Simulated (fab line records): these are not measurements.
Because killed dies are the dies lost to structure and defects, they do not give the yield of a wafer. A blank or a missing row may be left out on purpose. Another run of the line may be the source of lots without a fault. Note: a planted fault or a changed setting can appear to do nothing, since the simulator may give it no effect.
Problem report, 8D (eight disciplines) form, completed by code :: flow rit cmos :: the parts of the form that need people (team, actions taken, sign-off) are left out

== 1. THE PROBLEM ==
SILICIDE_TI_RS at RIT_SILICIDE_RS_MEAS_02 reads a mean of 51.8 ohm/sq on 2 wafers of 1 lot; wafers without a fault read 47.9 ohm/sq with a standard deviation of 0.77. Measured from the usual mean, that is +5.0 standard deviations.
The step: measures by four-point-probe.
First seen on wafer L238.1, day 6 14:56, on film metro-02. The record holds 39 wafers of 13 lots with a number at this step. Rule for "out" (also "out of limits"): further than 4 standard deviations from the usual mean. Any other wafer with a number is counted as sound.

== 2. WHAT THIS IS AND IS NOT ==
question: which readings at this step
is: SILICIDE_TI_RS
is not: -

question: which lots
is: L238
is not: L223, L224, L228, L229, L230, L231, L232, L234, L235, L236, L237, L239

question: which wafers of those lots
is: L238.1, L238.5
is not: L238.4

question: read on which gauges
is: film metro-02
is not: film metro-01, film metro-03

question: when
is: from day 6 14:56
is not: up to then (34 sound wafers); but 3 sound wafers of L239 came after

== 3. SUSPECTS, AND WHAT RULES EACH OUT ==
Counting: any tool at a process step up to the reading remains a suspect provided it ran every lot that is out. Sound lots after the first of them don't rule it out here, since some wafers of a struck lot are sound.
- the gauge at RIT_SILICIDE_RS_MEAS_02: kept. All the wafers that are out were read on film metro-02, and no step on other tools shows them out.
- pvd sputter-02 at RIT_SILICIDE_SPUTTER_01 (material Ti, target thk 30 nm, time 240 s): kept. It processed L238, the lot that is out, at day 6 14:47, and its most recent sound lot before then was L236 at day 5 23:58.
The count leaves film metro-02 at RIT_SILICIDE_RS_MEAS_02 and pvd sputter-02 at RIT_SILICIDE_SPUTTER_01.

== 4. THE CAUSE (what the simulator had put in) ==
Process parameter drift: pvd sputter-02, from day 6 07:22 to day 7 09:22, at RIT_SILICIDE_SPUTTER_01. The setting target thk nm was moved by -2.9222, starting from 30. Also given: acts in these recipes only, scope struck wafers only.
Counting left 2 suspects, and this tool is among them.

== 5. THE EFFECT CHAIN, in route order ==
One row per reading whose mean, taken over the struck wafers that have a number, lies over 3 standard deviations from the usual. Only readings whose record carries a usual standard deviation are examined. hours: median over the lots of the time between each lot's start at the first step of this table that gives one and its start at this step. sigmas: the change, counted in usual standard deviations.
hours: 0
step: RIT_SILICIDE_RS_MEAS_02
reading: SILICIDE_TI_RS
usual: 47.9 ohm/sq
on struck wafers: 51.8
change: +3.9
sigmas: +5.0

hours: 0
step: RIT_SILICIDE_THK_MEAS_03
reading: SILICIDE_TI_THK
usual: 29.9 nm
on struck wafers: 28.2
change: -1.7
sigmas: -4.4

== 6. WHAT WOULD HAVE CAUGHT IT SOONER ==
In this record the first reading out of limits at a measuring or inspecting step was taken at day 6 14:56, 8 hours after the fault began at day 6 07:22.
Tool readings at RIT_SILICIDE_SPUTTER_01 with a usual standard deviation given in the record: none out on any struck wafer, hence no alarm at a limit of 4 standard deviations on them.
All the lots that are out (1) had begun RIT_SILICIDE_SPUTTER_01 on pvd sputter-02 by day 6 14:56. Holding the tool at that point would not have protected any of them.
